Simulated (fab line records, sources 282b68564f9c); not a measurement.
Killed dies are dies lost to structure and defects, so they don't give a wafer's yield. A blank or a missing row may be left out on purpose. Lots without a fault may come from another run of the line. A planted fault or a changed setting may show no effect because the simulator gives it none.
Which tool did it? | flow rit_cmos | 14 lots, 42 wafers sampled, at 2 steps of a route of 202

WHAT THE GAUGES READ, wafer by wafer
The record holds no reading of a measuring or inspecting step that can be judged against a usual standard deviation.

WHICH TOOL RAN EACH LOT (tool, then ch and the chambers of the sampled wafers, then the start)
lot  | RIT_M1_HARDBAKE_11               | RIT_M1_PROBE_99
L235 | litho_track-03 ch 0, day 3 05:47 | prober-02, day 3 08:19
L236 | litho_track-04 ch 0, day 3 12:05 | prober-01, day 3 14:39
L238 | litho_track-01 ch 0, day 3 22:37 | prober-01, day 4 01:08
L239 | litho_track-04 ch 0, day 4 02:43 | prober-02, day 4 05:14
L240 | litho_track-01 ch 0, day 4 06:45 | prober-01, day 4 09:16
L241 | litho_track-03 ch 0, day 4 11:32 | prober-02, day 4 14:02
L244 | litho_track-03 ch 0, day 5 03:26 | prober-01, day 5 05:56
L245 | litho_track-01 ch 0, day 5 08:10 | prober-02, day 5 10:42
L246 | litho_track-03 ch 0, day 5 12:24 | prober-01, day 5 14:55
L250 | litho_track-04 ch 0, day 6 09:55 | prober-01, day 6 12:25
L251 | litho_track-04 ch 0, day 6 14:43 | prober-02, day 6 17:14
L255 | litho_track-01 ch 0, day 7 10:55 | prober-02, day 7 14:29
L256 | litho_track-04 ch 0, day 7 15:05 | prober-01, day 7 17:37
L257 | litho_track-01 ch 0, day 7 19:59 | prober-02, day 7 22:31
- RIT_M1_HARDBAKE_11: time 120 s.
- RIT_M1_PROBE_99

WHAT THE TOOLS THEMSELVES READ (means of the sampled wafers that have a number; where no wafer has one, the mark that the record gives instead)
RIT_M1_HARDBAKE_11.
lot  | tool           | exhaust_pa (Pa) | heater_power_total_W (W) | plate_temp_C (C)
L235 | litho_track-03 | 43.2            | 52.07                    | 139.94
L236 | litho_track-04 | 44.9            | 52.06                    | 139.85
L238 | litho_track-01 | 45.9            | 52.03                    | 139.97
L239 | litho_track-04 | 43.5            | 52.02                    | 139.88
L240 | litho_track-01 | 45.2            | 52.00                    | 140.12
L241 | litho_track-03 | 44.6            | 52.02                    | 140.00
L244 | litho_track-03 | 43.9            | 50.27                    | 136.27
L245 | litho_track-01 | 44.4            | 52.00                    | 139.97
L246 | litho_track-03 | 44.6            | 50.24                    | 136.38
L250 | litho_track-04 | 44.6            | 52.02                    | 139.90
L251 | litho_track-04 | 45.6            | 52.15                    | 139.99
L255 | litho_track-01 | 44.6            | 52.04                    | 139.94
L256 | litho_track-04 | 44.3            | 52.05                    | 139.92
L257 | litho_track-01 | 44.9            | 52.04                    | 140.02

RIT_M1_PROBE_99.
lot  | tool      | defect_limited_yield (%) | killed_at_M0_to_M3 | killed_at_contacts | killed_at_front_end | killed_dies | killed_on_rim | killed_open | killed_short | sort_bin_3_pad_short (%) | sort_bin_5_function (%) | sort_bin_6_memory (%) | sort_n_pass | sort_yield_pct (%)
L235 | prober-02 | 97.5                     | 0.0                | 0.7                | 6                   | 7           | 3.0           | 3.7         | 3.0          | 0.1                      | 1.5                     | 0.9                   | 257         | 97.5
L236 | prober-01 | 97.4                     | 0.0                | 0.0                | 7                   | 7           | 2.3           | 3.3         | 3.3          | 0.3                      | 1.2                     | 1.0                   | 257         | 97.4
L238 | prober-01 | 97.7                     | 0.0                | 0.7                | 5                   | 6           | 0.3           | 1.7         | 4.0          | 0.0                      | 1.6                     | 0.6                   | 258         | 97.7
L239 | prober-02 | 97.9                     | 0.0                | 0.3                | 5                   | 5           | 2.3           | 2.3         | 3.0          | 0.0                      | 1.3                     | 0.8                   | 259         | 97.9
L240 | prober-01 | 96.1                     | 0.3                | 0.0                | 10                  | 10          | 3.0           | 5.0         | 4.3          | 0.1                      | 2.9                     | 0.9                   | 254         | 96.1
L241 | prober-02 | 97.6                     | 0.0                | 0.0                | 6                   | 6           | 2.0           | 3.7         | 2.7          | 0.0                      | 1.6                     | 0.8                   | 258         | 97.6
L244 | prober-01 | 97.5                     | 0.0                | 0.7                | 6                   | 7           | 1.7           | 4.3         | 2.3          | 0.3                      | 1.7                     | 0.6                   | 257         | 97.5
L245 | prober-02 | 96.7                     | 0.0                | 0.0                | 9                   | 9           | 3.0           | 3.0         | 5.7          | 0.4                      | 1.4                     | 1.5                   | 255         | 96.7
L246 | prober-01 | 98.1                     | 0.0                | 0.0                | 5                   | 5           | 0.7           | 2.7         | 2.3          | 0.0                      | 1.0                     | 0.9                   | 259         | 98.1
L250 | prober-01 | 97.1                     | 0.0                | 0.0                | 8                   | 8           | 2.0           | 4.0         | 3.7          | 0.1                      | 1.4                     | 1.4                   | 256         | 97.1
L251 | prober-02 | 96.1                     | 0.0                | 0.0                | 10                  | 10          | 2.0           | 4.3         | 6.0          | 0.5                      | 1.5                     | 1.9                   | 254         | 96.1
L255 | prober-02 | 96.3                     | 0.0                | 0.0                | 10                  | 10          | 3.0           | 4.0         | 5.7          | 0.1                      | 1.9                     | 1.7                   | 254         | 96.3
L256 | prober-01 | 96.8                     | 0.0                | 0.0                | 8                   | 8           | 2.0           | 3.7         | 4.3          | 0.0                      | 1.8                     | 1.4                   | 256         | 96.8
L257 | prober-02 | 97.5                     | 0.0                | 0.0                | 7                   | 7           | 2.0           | 2.7         | 4.0          | 0.0                      | 1.6                     | 0.9                   | 257         | 97.5

THE ANSWER, worked out from the rows above alone
Rule: what is usual is taken from the lots themselves. Put in order of their means at a reading, lots are off if they are a third of the lots or fewer, leave a main group of 4 or more, and stand apart from it by a gap of 3 or more times the standard deviation of the main group's means; of several such gaps the widest counts. A main group whose means are all the same, to the digits that the tables above print for the reading, isn't used. A lot without any number at a reading at which 4 lots or more have one is off too. The other lots that the step has rows for count as sound. The gauges are gone through in route order, then the tools' own readings, and for those a lot's mean is taken as printed above. The first step at which some lot is off is used, and at that step the reading that is off furthest; a lot without a number counts as furthest.
Off: L244, L246, at RIT_M1_HARDBAKE_11 (plate_temp_C). The main group: mean 139.96 C, standard deviation 0.069.
A tool fits if, at that step or a process step before it, it ran every lot that is off, and no sound lot after the first of them. One fits: litho_track-03 at RIT_M1_HARDBAKE_11. Its last sound lot is L241 (day 4 11:32), its first lot that is off L244 (day 5 03:26): a fault that began between those two fits.
The tool's own readings at RIT_M1_HARDBAKE_11 bear it out: on the lots that are off they differ by more than 5 times the standard deviation of the sound lots' means. heater_power_total_W reads 50.26 W there against 52.04 W on the sound lots; plate_temp_C reads 136.32 C there against 139.96 C on the sound lots.

WHAT THE SIMULATOR HAD PUT IN
Process parameter drift: litho_track-03, from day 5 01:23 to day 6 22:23, at RIT_M1_HARDBAKE_11. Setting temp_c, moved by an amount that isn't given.
Lots struck among those shown: L244, L246. The rule above found the same.
